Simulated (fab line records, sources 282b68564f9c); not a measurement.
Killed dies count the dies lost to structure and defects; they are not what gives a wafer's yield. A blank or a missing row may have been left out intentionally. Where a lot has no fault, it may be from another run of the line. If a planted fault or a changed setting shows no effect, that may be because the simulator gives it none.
Comparing a struck lot with a sound one | flow ritCmos | 30 steps out of a route of 202
Sound: the wafers L391.2, L391.5, L391.6. Wafers L387.1, L387.5, L387.6 were the ones struck. The cause is named last.
Order at every step that has rows: each side's tool, ch and its chambers, its first start. Under that, the readings that differ: sound wafers | struck wafers | difference of the means | sigmas: that difference in standard deviations of wafers without a fault.
alike: readings whose means differ by less than 2 such deviations, and words and numbers that are the same on both sides. not compared: withheld readings, readings that some wafer has no value for, bounds like >300 that may hide the same value, and numbers for which the record gives no deviation and whose values overlap.
Wherever a step has rows on one side only, a row that says differs or no value, or a row with sigmas, the two part there. Non-overlapping numbers with no deviation appear without sigmas and do not part them. Lack of a reading on every wafer of one side parts them only where that side has two or more wafers.

first, 6 steps without rows for these wafers: RIT_SDANNEAL_RTA_03 (time 5 s); RIT_SILICIDE_WET_ETCH_00 (etches SiO2 in BOE, target depth 14 nm, time 15 s); RIT_SILICIDE_SPUTTER_01 (material Ti, target thk 30 nm, time 240 s); RIT_SILICIDE_RTA_04 (time 10 s, ramp up 5 s, ramp down 5 s); RIT_SILICIDE_WET_ETCH_05 (etches Ti in SPM, time 120 s); RIT_SILICIDE_RTA_06 (time 10 s, ramp up 5 s, ramp down 10 s).
RIT_CONTACT_CVD_00: deposits SiO2 from TEOS, target thk 400 nm, time 61 s.
  sound on pecvd-04 ch 0,1, day 7 23:17; struck on pecvd-03 ch 0,1,2, day 7 06:14
reading                                 | sound             | struck            | difference | sigmas
rfFwdPowerW (W)                         | 398.0 397.9 397.9 | 555.6 557.0 554.4 | +157.7     | +99 or more
model.SiO2_of_CONTACT_CVD_00.thkNm (nm) | 397.9 406.7 411.2 | 435.7 444.6 449.8 | +38.1      | 
  alike: heaterPowerW
RIT_CONTACT_THK_MEAS_01:
  sound on filmMetro-01 at day 7 23:20; struck on filmMetro-01 at day 7 06:17
reading               | sound       | struck      | difference | sigmas
CONTACT_TEOS_THK (nm) | 398 407 411 | 435 445 449 | +38        | +8
then, 7 steps without rows for these wafers: RIT_CONTACT_HMDS_02 (prime time 60 s); RIT_CONTACT_COAT_03 (resist thk 1000 nm); RIT_CONTACT_SOFTBAKE_04 (time 60 s); RIT_CONTACT_EXPOSE_05 (exposes mask M11, target cd 1000 nm); RIT_CONTACT_PEB_06; RIT_CONTACT_DEVELOP_07 (develop time 120 s); RIT_CONTACT_HARDBAKE_10 (time 60 s).
RIT_CONTACT_ETCH_11: etches SiO2 in CHF3/CF4/Ar, stops on TiSi2, target depth 480 nm, time 320 s.
  sound on rieDiel-03 ch 0,3, day 8 00:47; struck on rieDiel-02 ch 0,1,3, day 7 07:44
reading                           | sound             | struck            | difference | sigmas
model.etch.depthNm (nm)           | 397.9 406.7 411.2 | 435.7 444.6 449.8 | +38.1      | 
model.CONTACT.featureDepthNm (nm) | 397.9 406.7 411.2 | 435.7 444.6 449.8 | +38.1      | 
  alike: cf4FlowSccm, drypumpMotorCurrentA, oesProductAu, throttleValvePct
  not compared: rfHoursCounterH
then, 11 steps without rows for these wafers: RIT_CONTACT_STRIP_12 (strips in O2, time 180 s); RIT_CONTACT_CLEAN_13 (cleans in SC1, time 600 s); RIT_CONTACT_CLEAN_14 (cleans in SC2, time 600 s); RIT_M1_SPUTTER_00 (material Al, target thk 400 nm, time 500 s); RIT_M1_HMDS_03 (prime time 60 s); RIT_M1_COAT_04 (resist thk 1300 nm); RIT_M1_SOFTBAKE_05 (time 60 s); RIT_M1_EXPOSE_06 (exposes mask M12, target cd 2600 nm); RIT_M1_PEB_07; RIT_M1_DEVELOP_08 (develop time 68 s); RIT_M1_HARDBAKE_11 (time 120 s).
RIT_M1_METAL_ETCH_12: etches Al in Cl2/BCl3, stops on SiO2, time 165 s, target depth 600 nm.
  sound on rieMetal-04 ch 0,1, day 8 03:45; struck on rieMetal-01 ch 0,1, day 7 10:25
reading                                 | sound             | struck            | difference | sigmas
oesProductAu (a.u.)                     | 0.812 0.812 0.781 | 0.770 0.783 0.767 | -0.028     | -2
model.SiO2_of_CONTACT_CVD_00.thkNm (nm) | 361 369.8 375.5   | 399.4 408.1 414.2 | +38.5      | 
  alike: drypumpMotorCurrentA, heBacksideLeakSccm, throttleValvePct
  not compared: rfHoursCounterH
then, 1 step without rows for these wafers: RIT_M1_STRIP_13 (strips in nmp, time 600 s).
RIT_M1_PROBE_99:
  sound on prober-01 at day 8 06:14; struck on prober-01 at day 7 12:40
reading                                 | sound                       | struck                        | difference | sigmas
model.etest.fieldPMetal.vtV (V)         | -28.59 -29.31 -29.3         | -31.72 -31.72 -32.28          | -2.84      | 
model.etest.antennaContact.vtShiftV (V) | -0.01289 -0.006213 -0.01105 | -0.004397 -0.005768 -0.005053 | +0.004978  | 
  alike: killedAtContacts, killedAtFrontEnd, killedDies, killedOpen, killedShort

== WHERE THEY PART ==
Last at RIT_M1_METAL_ETCH_12 as far as this record goes, first at RIT_CONTACT_CVD_00. Later steps at which nothing parts them and some readings are alike: RIT_M1_PROBE_99.

WHY: the cause the simulator had injected
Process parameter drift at RIT_CONTACT_CVD_00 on pecvd-03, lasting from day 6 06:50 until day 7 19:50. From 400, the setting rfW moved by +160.
